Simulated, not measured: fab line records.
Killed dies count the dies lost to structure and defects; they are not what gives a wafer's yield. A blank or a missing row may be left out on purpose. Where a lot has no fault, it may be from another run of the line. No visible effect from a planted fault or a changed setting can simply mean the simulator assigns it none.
What tool caused it? :: flow ritCmos :: Sampling: 6 lots, 18 wafers, 2 of 202 route steps

WHAT EACH GAUGE READ, for each wafer
RIT_PLDD_OVL_MEAS_06.
lot: L755
measured: day 2 23:56
on: overlay-02
PLDD_OVL (nm): -2.7 -1.2 -1.3

lot: L757
measured: day 3 10:28
on: overlay-01
PLDD_OVL (nm): -1.5 -1.7 -1.0

lot: L761
measured: day 4 06:22
on: overlay-01
PLDD_OVL (nm): 130.3 130.0 129.2

lot: L765
measured: day 5 02:58
on: overlay-01
PLDD_OVL (nm): 129.6 131.1 131.4

lot: L769
measured: day 5 21:12
on: overlay-01
PLDD_OVL (nm): -2.1 -2.4 -1.4

lot: L774
measured: day 6 23:41
on: overlay-01
PLDD_OVL (nm): 0.4 -0.6 -1.2

EACH LOT AND THE TOOL THAT RAN IT (in order: tool; ch and the chambers of the sampled wafers; start)
lot: L755
RIT_PLDD_EXPOSE_03: ilineStepper-01 ch 0, day 2 23:34

lot: L757
RIT_PLDD_EXPOSE_03: ilineStepper-02 ch 0, day 3 10:04

lot: L761
RIT_PLDD_EXPOSE_03: ilineStepper-02 ch 0, day 4 05:58

lot: L765
RIT_PLDD_EXPOSE_03: ilineStepper-02 ch 0, day 5 02:34

lot: L769
RIT_PLDD_EXPOSE_03: ilineStepper-01 ch 0, day 5 20:49

lot: L774
RIT_PLDD_EXPOSE_03: ilineStepper-01 ch 0, day 6 23:18
- RIT_PLDD_EXPOSE_03: exposes mask M8, target cd 40900 nm.

THE ANSWER, worked out from the rows above alone
Rule: what is usual is taken from the lots themselves. Put in order of their means at a reading, lots are off if they are a third of the lots or fewer, leave a main group of 4 or more, and stand apart from it by a gap of 3 or more times the standard deviation of the main group's means; of several such gaps the widest counts. Not used: any main group whose means are identical at the precision the tables above print for the reading. Also off: a lot with no number at a reading for which 4 or more lots have one. Any other lot the step has rows for is counted as sound.
Off: L761, L765, at RIT_PLDD_OVL_MEAS_06 (PLDD_OVL). Mean -1.4 nm and standard deviation 0.57 in the main group.
A tool fits if, at a process step before that reading, it ran every lot that is off, and no sound lot after the first of them. Those tools and the gauges at RIT_PLDD_OVL_MEAS_06 are tried in the same way. One fits: ilineStepper-02 at RIT_PLDD_EXPOSE_03. Its last sound lot is L757 (day 3 10:04), its first lot that is off L761 (day 4 05:58): a fault that began between those two fits.

WHAT THE SIMULATOR PUT IN
Scanner matching overlay: ilineStepper-02, from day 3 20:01 on, at RIT_PLDD_EXPOSE_03. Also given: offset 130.
Struck lots among those shown: L761, L765. The same result came from the rule above.
